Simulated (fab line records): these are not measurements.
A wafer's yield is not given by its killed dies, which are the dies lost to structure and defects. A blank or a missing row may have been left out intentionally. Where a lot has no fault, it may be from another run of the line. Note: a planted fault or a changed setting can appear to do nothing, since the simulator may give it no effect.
Matching of chambers | flow berkeley cmos170 | UCB170_ACTIVE_ETCH_15 on rie diel-03 has 4 sister chambers
The step etches Si3N4 in CH3F/Ar/O2, stops on SiO2, target depth 242 nm, time 151 s. 16 wafers are shown with their chamber, then 8 later ones without.

== WAFERS PAIRED WITH THEIR CHAMBERS ==
wafer  | chamber | throttle valve pct (%) | drypump motor current A (A) | oes product au (a.u.)
L551.3 | 0       | 8.04                   | 5.7                         | 0.933
L551.5 | 3       | 8.26                   | 6.5                         | 0.956
L551.6 | 2       | 7.82                   | 5.5                         | 0.955
L555.1 | 3       | 8.26                   | 6.6                         | 0.963
L555.3 | 0       | 8.02                   | 5.7                         | 0.930
L555.4 | 3       | 8.25                   | 6.6                         | 0.963
L556.3 | 1       | 8.26                   | 6.5                         | 0.925
L556.4 | 3       | 8.26                   | 6.5                         | 0.954
L556.5 | 0       | 8.03                   | 5.7                         | 0.921
L560.1 | 3       | 8.26                   | 6.6                         | 0.951
L560.3 | 2       | 7.81                   | 5.5                         | 0.955
L560.4 | 0       | 8.04                   | 5.7                         | 0.922
L567.4 | 1       | 8.26                   | 6.4                         | 0.930
L567.5 | 0       | 8.04                   | 5.7                         | 0.920
L567.6 | 3       | 8.25                   | 6.5                         | 0.951
L570.2 | 2       | 7.81                   | 5.5                         | 0.950

SIGNATURES (averages over the wafers above)
reading                 | chamber 0 | chamber 1 | chamber 2 | chamber 3 | scatter within a chamber
throttle valve pct      | 8.0340    | 8.2600    | 7.8133    | 8.2567    | 0.00658
drypump motor current A | 5.700     | 6.450     | 5.500     | 6.550     | 0.0408
oes product au          | 0.92520   | 0.92750   | 0.95333   | 0.95633   | 0.00516
Rule: for each reading, subtract the chamber's mean from the wafer's reading, divide by that reading's scatter and square the result; add these up over the readings and take the root, which gives the wafer's distance from the chamber. The wafer belongs to the nearest chamber; if the next one is less than 2 further off, it can't be placed. The scatter is the square root of a quotient: the sum, over the shown wafers, of each reading's squared deviation from its chamber's mean, divided by wafers minus chambers.

== WAFERS WHOSE CHAMBER IS MISSING ==
wafer  | throttle valve pct (%) | drypump motor current A (A) | oes product au (a.u.)
L570.3 | 8.27                   | 6.4                         | 0.935
L570.5 | 8.02                   | 5.7                         | 0.923
L572.1 | 8.27                   | 6.5                         | 0.915
L572.3 | 7.82                   | 5.5                         | 0.945
L572.6 | 8.27                   | 6.5                         | 0.913
L574.2 | 7.82                   | 5.5                         | 0.945
L574.4 | 8.26                   | 6.4                         | 0.912
L574.5 | 7.84                   | 5.5                         | 0.942

== CHAMBER TAKEN BY EACH ==
wafer  | from the rows above | in truth
L570.3 | 1                   | 1
L570.5 | 0                   | 0
L572.1 | 1                   | 1
L572.3 | 2                   | 2
L572.6 | 1                   | 1
L574.2 | 2                   | 2
L574.4 | 1                   | 1
L574.5 | 2                   | 2
8 of 8 placed correctly. Not placeable from these rows: 0. 0 placed wrongly.
